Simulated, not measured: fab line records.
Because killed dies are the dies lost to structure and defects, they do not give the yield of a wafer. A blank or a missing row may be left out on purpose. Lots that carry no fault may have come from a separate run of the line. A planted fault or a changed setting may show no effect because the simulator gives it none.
fab line records | flow rit_cmos
[record] lots = 14 wafers = 42 last_day = 7
route steps=202 shown ACTIVE@5 PRETRO@70 PLDD@123 M1@202
lots with no fault: from the same line, run without faults
start_h: hours from the record's first day to the start of the lot's first wafer shown | wait_h: hours elapsed since this lot's preceding step | " identical to the entry in the row above | L1.1+2: a row that stands for several wafers | - no value, or no start was given | * or withheld: withheld | < > ~ a bound
route shown NAME@n: names a module that has steps shown in the file, with the first one's number in the route | usual: average and standard deviation across the fault-free wafers | same: alike in all rows | chamber/n: place in a boat | sites: per-site readings | _std_site: standard deviation across them | _edge_site: the outer-site mean with the inner-site mean subtracted | radius_mm: for every site, how far away it sits from the centre of the wafer | mask NAME#n: copy n | behind: the tool/chamber that last shaped the wafer | hold: what put the lot on hold/how long, in hours/how the hold closed | device: names the non-switching transistor (n, p or np) | end of line: at the end of the route, the tests of the same wafers | a step with no rows: only its recipe | killed: at the first sort, the dies lost to defects and structure; wafer yield is something else | map: dies across one wafer; x = killed, . = not, _ = none there
set.NAME: the run value of the setting; set.NAME@STEP: its run value at that earlier step | model.NAME: the simulator's own value behind a step, which no gauge read
route steps across a sampled set of lots; one table per step, one row per wafer
services: the hour from which a tool's chamber was out of use, counted from the record's first day as start_h (under 0 if before that day), plus the number of hours and why
[[steps]]
[step RIT_ACTIVE_THK_MEAS_04]
[recipe] reads = Si3N4_of_ACTIVE_CVD_03
[usual] ACTIVE_NITRIDE_THK = 149.4/1.1
// columns lot.wafer tool chamber start_h wait_h ACTIVE_NITRIDE_THK[nm]
L155.4 film_metro-02 - 13.56 0.0 148.9
L155.5 " - " " 150.5
L155.6 " - " " 149.4
L156.3 film_metro-03 - 18.55 0.0 149.8
L156.5 " - " " 150.6
L156.6 " - " " 151.0
L157.2 film_metro-03 - 24.77 0.0 149.0
L157.4 " - " " 148.0
L157.5 " - " " 148.2
L158.1 film_metro-03 - 29.27 0.0 150.2
L158.2 " - " " 149.5
L158.6 " - " " 148.7
L159.2 film_metro-02 - 33.54 0.0 149.5
L159.3 " - " " 148.9
L159.6 " - " " 149.3
L161.2 film_metro-02 - 44.28 0.0 148.3
L161.3 " - " " 147.7
L161.5 " - " " 146.9
L165.1 film_metro-02 - 63.53 0.0 149.2
L165.4 " - " " 147.8
L165.5 " - " " 148.5
L166.1 film_metro-03 - 68.53 0.0 148.9
L166.3 " - " " 148.5
L166.4 " - " " 148.6
L171.4 film_metro-04 - 93.56 0.0 149.2
L171.5 " - " " 148.3
L171.6 " - " " 148.0
L172.1 film_metro-03 - 98.53 0.0 149.9
L172.3 " - " " 148.2
L172.4 " - " " 148.4
L173.2 film_metro-02 - 103.54 0.0 149.0
L173.4 " - " " 148.7
L173.6 " - " " 149.7
L174.3 film_metro-02 - 111.02 0.0 148.1
L174.5 " - " " 147.9
L174.6 " - " " 149.0
L176.1 film_metro-04 - 118.53 0.0 151.9
L176.4 " - " " 150.6
L176.6 " - " " 150.5
L178.4 film_metro-02 - 130.26 0.0 150.2
L178.5 " - " " 151.4
L178.6 " - " " 151.0
[step RIT_ACTIVE_SOFTBAKE_07]
[recipe] resist = NOVOLAK temp_c = 90 time_s = 60
[usual] heater_power_total_W = 34.56/0.049 plate_temp_C = 89.98/0.12
// columns lot.wafer tool chamber start_h wait_h heater_power_total_W plate_temp_C
L155.4 litho_track-02 0 13.96 0.1 34.53 90.05
L155.5 " 0 " " 34.57 89.94
L155.6 " 0 " " 34.58 90.08
L156.3 litho_track-04 0 18.94 0.1 34.48 90.13
L156.5 " 0 " " 34.64 90.01
L156.6 " 0 " " 34.60 89.86
L157.2 litho_track-02 0 25.15 0.1 34.61 89.91
L157.4 " 0 " " 34.53 89.94
L157.5 " 0 " " 34.57 90.00
L158.1 litho_track-04 0 29.63 0.1 34.56 89.91
L158.2 " 0 " " 34.48 89.96
L158.6 " 0 " " 34.46 90.08
L159.2 litho_track-04 0 33.91 0.1 34.44 89.91
L159.3 " 0 " " 34.50 89.79
L159.6 " 0 " " 34.53 89.78
L161.2 litho_track-02 0 44.65 0.1 34.60 90.00
L161.3 " 0 " " 34.56 89.87
L161.5 " 0 " " 34.48 89.95
L165.1 litho_track-04 0 63.89 0.1 34.11 89.33
L165.4 " 0 " " 34.06 89.16
L165.5 " 0 " " 34.17 89.30
L166.1 litho_track-04 0 68.89 0.1 34.15 89.28
L166.3 " 0 " " 34.17 89.06
L166.4 " 0 " " 34.13 89.25
L171.4 litho_track-03 0 93.97 0.1 34.59 90.15
L171.5 " 0 " " 34.55 89.77
L171.6 " 0 " " 34.58 89.89
L172.1 litho_track-03 0 98.89 0.1 34.58 89.96
L172.3 " 0 " " 34.58 90.07
L172.4 " 0 " " 34.59 90.06
L173.2 litho_track-03 0 103.92 0.1 34.56 90.06
L173.4 " 0 " " 34.55 90.20
L173.6 " 0 " " 34.57 89.96
L174.3 litho_track-02 0 111.41 0.1 34.53 90.05
L174.5 " 0 " " 34.62 89.86
L174.6 " 0 " " 34.53 89.90
L176.1 litho_track-03 0 118.89 0.1 34.49 90.09
L176.4 " 0 " " 34.60 90.06
L176.6 " 0 " " 34.55 90.02
L178.4 litho_track-02 0 130.66 0.1 34.60 89.81
L178.5 " 0 " " 34.59 89.89
L178.6 " 0 " " 34.59 89.94
[step RIT_PRETRO_OVL_MEAS_06]
[usual] PRETRO_OVL = -0.7/1.1
// columns lot.wafer tool chamber start_h wait_h PRETRO_OVL[nm]
L155.4 overlay-01 - 32.31 - -1.0
L155.5 " - " " 1.2
L155.6 " - " " 1.0
L156.3 overlay-02 - 38.61 - 0.3
L156.5 " - " " -1.1
L156.6 " - " " -0.9
L157.2 overlay-01 - 42.27 - -1.4
L157.4 " - " " -0.4
L157.5 " - " " 0.2
L158.1 overlay-01 - 46.37 - -1.3
L158.2 " - " " -1.7
L158.6 " - " " -1.0
L159.2 overlay-01 - 50.60 - 0.4
L159.3 " - " " -2.0
L159.6 " - " " -0.5
L161.2 overlay-02 - 61.29 - -0.6
L161.3 " - " " -1.5
L161.5 " - " " -1.9
L165.1 overlay-01 - 81.67 - -0.3
L165.4 " - " " -0.3
L165.5 " - " " -0.5
L166.1 overlay-02 - 85.65 - -1.4
L166.3 " - " " -0.4
L166.4 " - " " -0.7
L171.4 overlay-01 - 111.00 - 1.2
L171.5 " - " " -0.4
L171.6 " - " " -0.2
L172.1 overlay-01 - 116.32 - -0.1
L172.3 " - " " -1.9
L172.4 " - " " 0.0
L173.2 overlay-02 - 126.80 - -2.5
L173.4 " - " " -1.1
L173.6 " - " " -0.9
L174.3 overlay-01 - 128.49 - -1.0
L174.5 " - " " -0.3
L174.6 " - " " 0.0
L176.1 overlay-02 - 139.05 - 0.0
L176.4 " - " " -1.7
L176.6 " - " " -0.5
L178.4 overlay-02 - 146.95 - -1.5
L178.5 " - " " 0.5
L178.6 " - " " -0.3
[step RIT_PLDD_STRIP_09]
[recipe] chemistry = O2 time_s = 180 resist = NOVOLAK platen_temp_c = withheld power_w = 500 pressure_mtorr = 4000 o2_flow_sccm = 4000
[usual] chamber_pressure_mTorr = 4000/3.8 drypump_motor_current_A = 5.5/0.34
// columns lot.wafer tool chamber start_h wait_h chamber_pressure_mTorr drypump_motor_current_A rf_hours_counter_h
L155.4 plasma_asher-04 1 43.93 0.1 4000 5.0 -
L155.5 " 1 " " 4002 5.0 -
L155.6 " 0 " " 3998 5.5 -
L156.3 plasma_asher-02 0 50.66 0.1 3998 5.7 -
L156.5 " 0 " " 3998 5.8 -
L156.6 " 1 " " 3994 5.8 -
L157.2 plasma_asher-01 1 53.98 0.1 3998 6.0 41
L157.4 " 0 " " 3999 5.6 -
L157.5 " 1 " " 4005 6.0 -
L158.1 plasma_asher-02 0 58.03 0.1 3994 5.8 41
L158.2 " 1 " " 3996 5.8 41
L158.6 " 1 " " 3999 5.8 -
L159.2 plasma_asher-02 1 63.52 0.1 4001 5.8 41
L159.3 " 1 " " 4004 5.8 -
L159.6 " 0 " " 3997 5.8 -
L161.2 plasma_asher-01 1 72.91 0.1 3998 6.0 43
L161.3 " 1 " " 3999 6.0 -
L161.5 " 0 " " 3991 5.6 -
L165.1 plasma_asher-04 1 93.07 0.1 3999 4.9 47
L165.4 " 0 " " 3999 5.5 -
L165.5 " 0 " " 3999 5.5 -
L166.1 plasma_asher-01 0 98.56 0.1 3995 5.7 46
L166.3 " 0 " " 4001 5.6 -
L166.4 " 1 " " 4002 6.0 -
L171.4 plasma_asher-01 1 123.22 0.1 3995 6.0 -
L171.5 " 0 " " 4001 5.6 -
L171.6 " 1 " " 3998 6.0 -
L172.1 plasma_asher-02 1 129.18 0.1 4002 5.8 48
L172.3 " 0 " " 4009 5.7 -
L172.4 " 1 " " 4001 5.8 -
L173.2 plasma_asher-04 0 139.31 0.1 4003 5.5 53
L173.4 " 0 " " 3996 5.5 -
L173.6 " 0 " " 4005 5.4 -
L174.3 plasma_asher-04 1 142.00 0.1 3998 5.0 -
L174.5 " 0 " " 4004 5.5 -
L174.6 " 1 " " 4004 5.0 -
L176.1 plasma_asher-04 0 151.44 0.1 4011 5.5 54
L176.4 " 1 " " 3993 5.0 -
L176.6 " 1 " " 4006 4.9 -
L178.4 plasma_asher-02 1 159.24 0.1 4001 5.8 -
L178.5 " 1 " " 3992 5.8 -
L178.6 " 0 " " 4001 5.8 -
[step RIT_M1_PROBE_99]
[usual] killed_at_M0_to_M3 = 0.0/0.083 killed_at_contacts = 0.1/0.25 killed_at_front_end = 7.1/2.9 killed_dies = 7.2/2.9 killed_open = 3.6/1.9 killed_short = 3.5/1.9
[same] gross_dies = 264 killed_at_M4_up = 0 killed_at_back_side = 0 killed_at_other = 0
// columns lot.wafer tool chamber start_h wait_h killed_at_M0_to_M3 killed_at_contacts killed_at_front_end killed_dies killed_open killed_short
L155.4 prober-02 - 57.88 0.2 0 0 6 6 4 2
L155.5 prober-02 - 57.93 0.2 0 0 4 4 4 0
L155.6 prober-02 - 57.98 0.2 0 0 7 7 2 5
L156.3 prober-01 - 64.33 0.2 0 1 2 3 0 3
L156.5 prober-01 - 64.43 0.2 0 0 6 6 4 2
L156.6 prober-01 - 64.48 0.2 0 0 8 8 3 5
L157.2 prober-02 - 70.52 0.1 0 0 6 6 2 4
L157.4 prober-02 - 70.62 0.2 0 0 5 5 0 5
L157.5 prober-02 - 70.67 0.2 0 0 7 7 5 2
L158.1 prober-01 - 74.26 0.1 0 0 4 4 2 2
L158.2 prober-01 - 74.31 0.1 0 0 7 7 4 3
L158.6 prober-01 - 74.51 0.2 0 0 3 3 1 2
L159.2 prober-02 - 78.51 0.1 0 0 4 4 4 0
L159.3 prober-02 - 78.56 0.2 0 0 8 8 6 2
L159.6 prober-02 - 78.71 0.2 0 1 8 9 4 5
L161.2 prober-02 - 87.01 0.1 0 0 12 12 7 5
L161.3 prober-02 - 87.06 0.2 0 0 4 4 1 3
L161.5 prober-02 - 87.16 0.2 0 0 10 10 4 6
L165.1 prober-01 - 107.65 0.1 0 0 12 12 6 6
L165.4 prober-01 - 107.80 0.2 0 1 8 9 4 5
L165.5 prober-01 - 107.85 0.2 0 0 5 5 3 2
L166.1 prober-02 - 116.32 0.1 0 0 12 12 6 6
L166.3 prober-02 - 116.42 0.2 0 0 7 7 4 3
L166.4 prober-02 - 116.47 0.2 0 0 6 6 3 3
L171.4 prober-01 - 138.15 0.2 0 0 4 4 1 3
L171.5 prober-01 - 138.20 0.2 0 0 6 6 4 2
L171.6 prober-01 - 138.25 0.2 0 0 5 5 3 2
L172.1 prober-02 - 143.02 0.1 0 0 8 8 5 3
L172.3 prober-02 - 143.12 0.2 1 0 5 6 1 5
L172.4 prober-02 - 143.17 0.2 0 0 9 9 5 4
L173.2 prober-01 - 153.72 0.1 0 0 8 8 3 5
L173.4 prober-01 - 153.82 0.2 0 0 4 4 1 3
L173.6 prober-01 - 153.92 0.2 0 0 7 7 3 4
L174.3 prober-02 - 156.67 0.2 0 0 9 9 3 5
L174.5 prober-02 - 156.77 0.2 0 0 7 7 2 4
L174.6 prober-02 - 156.82 0.2 0 0 12 12 7 5
L176.1 prober-02 - 165.04 0.1 0 0 7 7 3 4
L176.4 prober-02 - 165.19 0.2 0 0 7 7 4 3
L176.6 prober-02 - 165.29 0.2 0 0 10 10 6 4
L178.4 prober-01 - 172.63 0.2 0 0 9 9 4 5
L178.5 prober-01 - 172.68 0.2 0 0 9 9 3 6
L178.6 prober-01 - 172.73 0.2 0 0 6 6 2 4
// killed by level:class
L155.4 GATE:geometric_particle:short=2 REOX:geometric_particle:open=2 SPACER:geometric_particle:open=1 SILICIDE:geometric_particle:open=1
L155.5 GATE:geometric_particle:open=3 FOX2:geometric_particle:open=1
L155.6 SPACER:geometric_particle:short=3 GATE:geometric_particle:short=2 FOX2:geometric_particle:open=1 SPACER:geometric_particle:open=1
L156.3 GATE:geometric_particle:short=2 CONTACT:geometric_particle:short=1
L156.5 FOX1:geometric_particle:open=1 FOX1:geometric_particle:short=1 GATE:geometric_particle:open=1 REOX:geometric_particle:open=1 SPACER:geometric_particle:short=1 SPACER:geometric_particle:open=1
L156.6 REOX:geometric_particle:short=3 REOX:geometric_particle:open=2 FOX1:geometric_particle:short=1 GATE:geometric_particle:open=1 GATE:geometric_particle:short=1
L157.2 GATE:geometric_particle:short=2 FOX1:geometric_particle:open=1 FOX2:geometric_particle:short=1 GATE:geometric_particle:open=1 SPACER:geometric_particle:short=1
L157.4 GATE:geometric_particle:short=2 REOX:geometric_particle:short=1 SPACER:geometric_particle:short=1 SILICIDE:geometric_particle:short=1
L157.5 FOX2:geometric_particle:open=2 GATE:geometric_particle:open=1 SPACER:geometric_particle:short=1 SPACER:geometric_particle:open=1 SILICIDE:geometric_particle:open=1 SILICIDE:geometric_particle:short=1
L158.1 FOX1:geometric_particle:open=2 FOX1:geometric_particle:short=1 FOX2:geometric_particle:short=1
L158.2 GATE:geometric_particle:open=4 FOX2:geometric_particle:short=1 GATE:geometric_particle:short=1 REOX:geometric_particle:short=1
L158.6 SILICIDE:geometric_particle:short=2 FOX2:geometric_particle:open=1
L159.2 FOX1:geometric_particle:open=2 GATE:geometric_particle:open=2
L159.3 REOX:geometric_particle:open=3 GATE:geometric_particle:open=2 FOX1:geometric_particle:open=1 FOX1:geometric_particle:short=1 GATE:geometric_particle:short=1
L159.6 GATE:geometric_particle:short=4 GATE:geometric_particle:open=2 FOX1:geometric_particle:short=1 SPACER:geometric_particle:open=1 CONTACT:geometric_particle:open=1
L161.2 SILICIDE:geometric_particle:open=3 SPACER:geometric_particle:short=2 FOX1:geometric_particle:short=1 FOX1:geometric_particle:open=1 FOX2:geometric_particle:open=1 FOX2:geometric_particle:short=1 GATE:geometric_particle:open=1 GATE:geometric_particle:short=1
L161.3 FOX2:geometric_particle:short=2 FOX1:geometric_particle:short=1 FOX2:geometric_particle:open=1
L161.5 GATE:geometric_particle:short=2 GATE:geometric_particle:open=2 SILICIDE:geometric_particle:short=2 FOX2:geometric_particle:short=1 SPACER:geometric_particle:open=1 SPACER:geometric_particle:short=1 SILICIDE:geometric_particle:open=1
L165.1 GATE:geometric_particle:short=3 GATE:geometric_particle:open=3 REOX:geometric_particle:open=2 SILICIDE:geometric_particle:short=2 FOX2:geometric_particle:short=1 SPACER:geometric_particle:open=1
L165.4 SPACER:geometric_particle:short=3 GATE:geometric_particle:open=2 FOX2:geometric_particle:short=1 REOX:geometric_particle:open=1 SPACER:geometric_particle:open=1 CONTACT:geometric_particle:short=1
L165.5 FOX2:geometric_particle:short=2 FOX2:geometric_particle:open=1 GATE:geometric_particle:open=1 REOX:geometric_particle:open=1
L166.1 GATE:geometric_particle:short=5 GATE:geometric_particle:open=3 REOX:geometric_particle:open=2 REOX:geometric_particle:short=1 SILICIDE:geometric_particle:open=1
L166.3 SILICIDE:geometric_particle:open=2 FOX1:geometric_particle:short=1 FOX2:geometric_particle:open=1 GATE:geometric_particle:short=1 GATE:geometric_particle:open=1 SILICIDE:geometric_particle:short=1
L166.4 GATE:geometric_particle:short=3 GATE:geometric_particle:open=2 SPACER:geometric_particle:open=1
L171.4 FOX1:geometric_particle:short=1 REOX:geometric_particle:short=1 REOX:geometric_particle:open=1 SILICIDE:geometric_particle:short=1
L171.5 GATE:geometric_particle:open=2 GATE:geometric_particle:short=1 SPACER:geometric_particle:open=1 SILICIDE:geometric_particle:short=1 SILICIDE:geometric_particle:open=1
L171.6 GATE:geometric_particle:open=2 REOX:geometric_particle:short=1 SPACER:geometric_particle:open=1 SPACER:geometric_particle:short=1
L172.1 GATE:geometric_particle:short=3 FOX1:geometric_particle:open=2 FOX2:geometric_particle:open=2 GATE:geometric_particle:open=1
L172.3 GATE:geometric_particle:short=3 FOX1:geometric_particle:short=1 GATE:geometric_particle:open=1 M1:geometric_particle:short=1
L172.4 GATE:geometric_particle:open=3 FOX2:geometric_particle:short=2 REOX:geometric_particle:open=1 SPACER:geometric_particle:open=1 SPACER:geometric_particle:short=1 SILICIDE:geometric_particle:short=1
L173.2 SPACER:geometric_particle:short=2 FOX1:geometric_particle:open=1 FOX1:geometric_particle:short=1 GATE:geometric_particle:short=1 REOX:geometric_particle:open=1 SPACER:geometric_particle:open=1 SILICIDE:geometric_particle:short=1
L173.4 GATE:geometric_particle:short=2 GATE:geometric_particle:open=1 SILICIDE:geometric_particle:short=1
L173.6 FOX1:geometric_particle:open=2 FOX1:geometric_particle:short=1 GATE:geometric_particle:short=1 SPACER:geometric_particle:short=1 SPACER:geometric_particle:open=1 SILICIDE:geometric_particle:short=1
L174.3 GATE:geometric_particle:short=4 GATE:geometric_particle:open=2 REOX:geometric_particle:open=1 SILICIDE:geometric_particle:short=1 PSD:coat_microbubble_printed=1
L174.5 SILICIDE:geometric_particle:short=3 GATE:geometric_particle:open=1 GATE:geometric_particle:short=1 REOX:geometric_particle:open=1 NSD:coat_microbubble_printed=1
L174.6 GATE:geometric_particle:open=6 GATE:geometric_particle:short=3 REOX:geometric_particle:short=1 REOX:geometric_particle:open=1 SILICIDE:geometric_particle:short=1
L176.1 GATE:geometric_particle:short=3 FOX1:geometric_particle:open=1 FOX1:geometric_particle:short=1 FOX2:geometric_particle:open=1 GATE:geometric_particle:open=1
L176.4 FOX1:geometric_particle:open=1 FOX1:geometric_particle:short=1 FOX2:geometric_particle:open=1 FOX2:geometric_particle:short=1 GATE:geometric_particle:short=1 GATE:geometric_particle:open=1 REOX:geometric_particle:open=1
L176.6 GATE:geometric_particle:open=3 GATE:geometric_particle:short=2 FOX1:geometric_particle:open=1 REOX:geometric_particle:open=1 SPACER:geometric_particle:open=1 SPACER:geometric_particle:short=1 SILICIDE:geometric_particle:short=1
L178.4 SILICIDE:geometric_particle:open=2 FOX2:geometric_particle:open=1 FOX2:geometric_particle:short=1 GATE:geometric_particle:open=1 GATE:geometric_particle:short=1 REOX:geometric_particle:short=1 SPACER:geometric_particle:short=1 SILICIDE:geometric_particle:short=1
L178.5 GATE:geometric_particle:open=2 GATE:geometric_particle:short=2 REOX:geometric_particle:short=2 ACTIVE:geometric_particle:open=1 FOX1:geometric_particle:short=1 SILICIDE:geometric_particle:short=1
L178.6 FOX1:geometric_particle:short=1 FOX2:geometric_particle:short=1 GATE:geometric_particle:short=1 GATE:geometric_particle:open=1 SPACER:geometric_particle:open=1 SILICIDE:geometric_particle:short=1
[[services]]
// columns tool chamber start_h hours kind
plasma_asher-02 - 19.21 2.5 repair
plasma_asher-01 - 34.24 5.5 repair
plasma_asher-04 - 52.02 1.9 repair
plasma_asher-01 - 108.75 9.0 pm
plasma_asher-01 0 108.75 9.0 vent_cycle
plasma_asher-01 1 108.75 9.0 vent_cycle
plasma_asher-02 - 109.32 2.8 pm
plasma_asher-01 0 117.75 - clean
plasma_asher-01 1 117.75 - clean
[[key]]
[first_sign] step = RIT_ACTIVE_SOFTBAKE_07 reading = heater_power_total_W direction = down sigmas = 8.8 usual = 34.56 struck = 34.13
[effect] step = RIT_ACTIVE_SOFTBAKE_07 reading = plate_temp_C direction = down sigmas = 6 usual = * struck = *
met_at RIT_ACTIVE_SOFTBAKE_07
struck_lots L165,L166
tester_left_out L165,L166
not_acting_at RIT_ACTIVE_THK_MEAS_04,RIT_PRETRO_OVL_MEAS_06,RIT_PLDD_STRIP_09
onset_between 33.91 63.89
[fault] kind = process_parameter_drift tool = litho_track-04 chamber = - onset_h = 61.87 steps = RIT_ACTIVE_SOFTBAKE_07 channel = temp_c offset = * shape = step end_h = 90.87 acts_in = * stated = *
// tester_left_out: of these lots the tester's yield and bins aren't shown, on N5 and GAA mostly nor the transistor test; their killed dies are dies lost to structure and defects alone, not to doping, threshold or leakage, so they don't give the yield
